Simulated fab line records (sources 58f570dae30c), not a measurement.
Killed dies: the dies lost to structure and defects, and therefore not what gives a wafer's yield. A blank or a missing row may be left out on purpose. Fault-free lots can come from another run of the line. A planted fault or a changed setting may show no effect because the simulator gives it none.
A lot that was struck, set against a sound lot + flow berkeley_cmos170 + 17 steps out of a route of 331
Sound: the wafers L873.1, L873.5, L873.6. Struck: wafer L888.6 (left out: L888.3, L888.4 of the same lot, which were not struck); the cause appears at the end.
For every step that has rows: the tool of each side, followed by ch and its chambers, followed by its first start. Under that, the readings that differ: sound wafers + struck wafers + difference of the means + sigmas: that difference in standard deviations of wafers without a fault.
alike: same words and numbers on both sides, and readings whose means sit less than 2 such deviations apart. not compared: any withheld reading, any reading some wafer has no value for, any bound like >300 that may hide the same value, and any number with overlapping values for which the record gives no deviation.
Wherever a step has rows on one side only, a row that says differs or no value, or a row with sigmas, the two part there. Non-overlapping numbers with no deviation appear without sigmas and do not part them. A reading that every wafer of one side lacks parts them only if that side has two wafers or more.

first, 5 steps without rows for these wafers: UCB170_NLDD_COAT_01 (resist thk 900 nm); UCB170_NLDD_SOFTBAKE_02 (time 60 s); UCB170_NLDD_EXPOSE_03 (exposes mask NSELECT, target cd 1200 nm); UCB170_NLDD_PEB_04; UCB170_NLDD_DEVELOP_05 (develop time 45 s).
UCB170_NLDD_CD_MEAS_06 targets a cd of 1200 nm.
  struck on cd_sem-01, day 10 06:27; sound on cd_sem-02, day 7 03:22
  alike: cd_nm
UCB170_NLDD_OVL_MEAS_07:
  struck on overlay-02, day 10 06:32; sound on overlay-02, day 7 03:29
  alike: NLDD_OVL
then, 2 steps without rows for these wafers: UCB170_NLDD_IMPLANT_08; UCB170_NLDD_IMPLANT_09.
UCB170_NLDD_STRIP_10: strips in O2.
  sound on plasma_asher-01 ch 0,1, day 7 03:50; struck on plasma_asher-01 ch 1, day 10 06:54
| reading                      | sound             | struck | difference | sigmas |
|------------------------------|-------------------|--------|------------|--------|
| oes_product_au (a.u.)        | 0.733 0.741 0.740 | 0.722  | -0.016     | -3     |
| strip_time_to_endpoint_s (s) | 21.57 21.59 21.56 | 21.73  | +0.16      | +2     |
  alike: drypump_motor_current_A
  not compared: rf_hours_counter_h
UCB170_NLDD_TW_MEAS_11:
  struck on film_metro-04, day 10 06:59; sound on film_metro-03, day 7 03:56
  alike: NLDD_TW
then, 1 step without rows for these wafers: UCB170_NLDD_CLEAN_12 (cleans in SPM, time 600 s).
UCB170_SPACER_CVD_00: deposits SiO2 from TEOS/O2, target thk 376 nm, time 48.07 s.
  sound on pecvd-01 ch 1,2, day 7 04:10; struck on pecvd-03 ch 0, day 10 07:12
| reading                                 | sound             | struck | difference | sigmas |
|-----------------------------------------|-------------------|--------|------------|--------|
| model.SiO2_of_SPACER_CVD_00.thk_nm (nm) | 385.3 389.9 392.4 | 500.1  | +110.9     |        |
  alike: heater_power_w
UCB170_SPACER_THK_MEAS_01:
  struck on film_metro-03, day 10 07:16; sound on film_metro-03, day 7 04:13
| reading              | sound       | struck | difference | sigmas |
|----------------------|-------------|--------|------------|--------|
| SPACER_TEOS_THK (nm) | 385 390 392 | 500    | +111       | +20    |
then, 1 step without rows for these wafers: UCB170_SPACER_ANNEAL_02 (time 1800 s).
UCB170_SPACER_ETCHBACK_03: etches SiO2 in CHF3/CF4/Ar, stops on Si, target depth 376 nm, time 100 s.
  sound on rie_diel-03 ch 0,1,3, day 7 06:47; struck on rie_diel-04 ch 2, day 10 12:34
| reading                  | sound             | struck | difference | sigmas |
|--------------------------|-------------------|--------|------------|--------|
| oes_product_au (a.u.)    | 0.903 0.900 0.927 | 1.014  | +0.104     | +6     |
| model.etch.depth_nm (nm) | 385.3 389.9 392.4 | 434.4  | +45.2      |        |
  alike: drypump_motor_current_A, mfc_ar_sccm, throttle_valve_pct
  not compared: rf_hours_counter_h
then, 1 step without rows for these wafers: UCB170_PSD_HMDS_00 (prime time 60 s).

## WHERE THEY PART
Last at UCB170_SPACER_ETCHBACK_03 as far as this record goes, first at UCB170_NLDD_STRIP_10.

WHY: what had been put in by the simulator
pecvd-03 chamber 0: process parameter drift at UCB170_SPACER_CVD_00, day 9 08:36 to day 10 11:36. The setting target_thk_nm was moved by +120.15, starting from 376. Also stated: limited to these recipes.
